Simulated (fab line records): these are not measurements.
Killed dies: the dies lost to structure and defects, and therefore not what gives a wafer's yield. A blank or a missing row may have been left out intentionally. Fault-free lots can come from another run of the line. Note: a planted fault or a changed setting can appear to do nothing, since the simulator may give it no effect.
Which tool did it? || flow rit-cmos || 14 lots with 42 wafers sampled at 2 steps, on a route of 202 steps

WHAT EACH GAUGE READ, for each wafer
RIT_GATE_THK_MEAS_09.
{"lot": "L782", "measured": "day 2 19:12", "on": "film-metro-02", "GATE_POLY_THK (nm)": "254.7 254.5 256.2"}
{"lot": "L783", "measured": "day 3 00:32", "on": "film-metro-01", "GATE_POLY_THK (nm)": "250.4 251.4 250.1"}
{"lot": "L784", "measured": "day 3 08:15", "on": "film-metro-01", "GATE_POLY_THK (nm)": "247.8 249.2 249.6"}
{"lot": "L786", "measured": "day 3 16:25", "on": "film-metro-02", "GATE_POLY_THK (nm)": "251.7 249.7 248.8"}
{"lot": "L787", "measured": "day 3 22:08", "on": "film-metro-02", "GATE_POLY_THK (nm)": "253.2 250.1 251.2"}
{"lot": "L789", "measured": "day 4 04:54", "on": "film-metro-01", "GATE_POLY_THK (nm)": "252.8 252.1 251.9"}
{"lot": "L792", "measured": "day 4 21:19", "on": "film-metro-01", "GATE_POLY_THK (nm)": "253.5 251.6 251.8"}
{"lot": "L793", "measured": "day 5 03:43", "on": "film-metro-01", "GATE_POLY_THK (nm)": "250.6 248.9 248.4"}
{"lot": "L796", "measured": "day 5 18:23", "on": "film-metro-02", "GATE_POLY_THK (nm)": "249.0 248.8 250.6"}
{"lot": "L795", "measured": "day 5 18:23", "on": "film-metro-01", "GATE_POLY_THK (nm)": "250.1 250.5 251.2"}
{"lot": "L800", "measured": "day 7 02:34", "on": "film-metro-01", "GATE_POLY_THK (nm)": "250.4 251.4 250.7"}
{"lot": "L801", "measured": "day 7 02:34", "on": "film-metro-02", "GATE_POLY_THK (nm)": "255.1 253.2 254.4"}
{"lot": "L802", "measured": "day 7 18:01", "on": "film-metro-01", "GATE_POLY_THK (nm)": "252.1 252.8 251.6"}
{"lot": "L803", "measured": "day 7 21:25", "on": "film-metro-01", "GATE_POLY_THK (nm)": "252.4 255.7 251.0"}

RIT_NLDD_OVL_MEAS_06.
{"lot": "L782", "measured": "day 3 01:25", "on": "overlay-02", "NLDD_OVL (nm)": "-1.8 -0.4 -1.2"}
{"lot": "L783", "measured": "day 3 07:43", "on": "overlay-02", "NLDD_OVL (nm)": "0.0 -1.6 0.6"}
{"lot": "L784", "measured": "day 3 14:09", "on": "overlay-01", "NLDD_OVL (nm)": "-1.3 -1.6 -0.6"}
{"lot": "L786", "measured": "day 3 23:53", "on": "overlay-01", "NLDD_OVL (nm)": "-1.2 -1.3 -1.9"}
{"lot": "L787", "measured": "day 4 05:42", "on": "overlay-02", "NLDD_OVL (nm)": "-1.8 -2.2 -1.3"}
{"lot": "L789", "measured": "day 4 11:20", "on": "overlay-01", "NLDD_OVL (nm)": "-1.1 -0.2 -1.1"}
{"lot": "L792", "measured": "day 5 07:14", "on": "overlay-01", "NLDD_OVL (nm)": "0.4 -0.1 0.2"}
{"lot": "L793", "measured": "day 5 11:42", "on": "overlay-01", "NLDD_OVL (nm)": "1.1 -0.1 1.1"}
{"lot": "L796", "measured": "day 6 04:26", "on": "overlay-01", "NLDD_OVL (nm)": "-2.0 -0.7 -0.5"}
{"lot": "L795", "measured": "day 6 04:41", "on": "overlay-02", "NLDD_OVL (nm)": "-1.3 -2.1 -1.4"}
{"lot": "L800", "measured": "day 7 11:07", "on": "overlay-01", "NLDD_OVL (nm)": "0.2 1.2 0.9"}
{"lot": "L801", "measured": "day 7 11:17", "on": "overlay-02", "NLDD_OVL (nm)": "-1.5 -0.5 -0.4"}
{"lot": "L802", "measured": "day 8 01:32", "on": "overlay-02", "NLDD_OVL (nm)": "0.4 -0.2 0.5"}
{"lot": "L803", "measured": "day 8 07:21", "on": "overlay-01", "NLDD_OVL (nm)": "-2.3 -2.0 -1.6"}

TOOL THAT RAN EACH LOT (tool first, then ch and the chambers of the sampled wafers, then the start)
Before these readings, the record contains no process step.

AS READ BY THE TOOLS THEMSELVES (means over the sampled wafers that have a number; for cases with no such wafer, the mark the record gives instead)
The record holds no such reading with a usual standard deviation.

THE ANSWER, worked out from the rows above alone
Rule: the usual values come from the lots themselves. Put in order of their means at a reading, lots are off if they are a third of the lots or fewer, leave a main group of 4 or more, and stand apart from it by a gap of 3 or more times the standard deviation of the main group's means; of several such gaps the widest counts. A main group is skipped when, at the precision printed for the reading in the tables above, its means are all equal. A lot without any number at a reading at which 4 lots or more have one is off too. The other lots that the step has rows for count as sound. Order of review: gauges by route order, followed by the tools' own readings, for which a lot's mean as printed above is used. At the first step where some lot is off, the reading lying furthest off is the one used; lots without a number count as furthest.
No lot is off at any reading shown: from this, nothing can be told.

WHAT HAD BEEN PUT IN BY THE SIMULATOR
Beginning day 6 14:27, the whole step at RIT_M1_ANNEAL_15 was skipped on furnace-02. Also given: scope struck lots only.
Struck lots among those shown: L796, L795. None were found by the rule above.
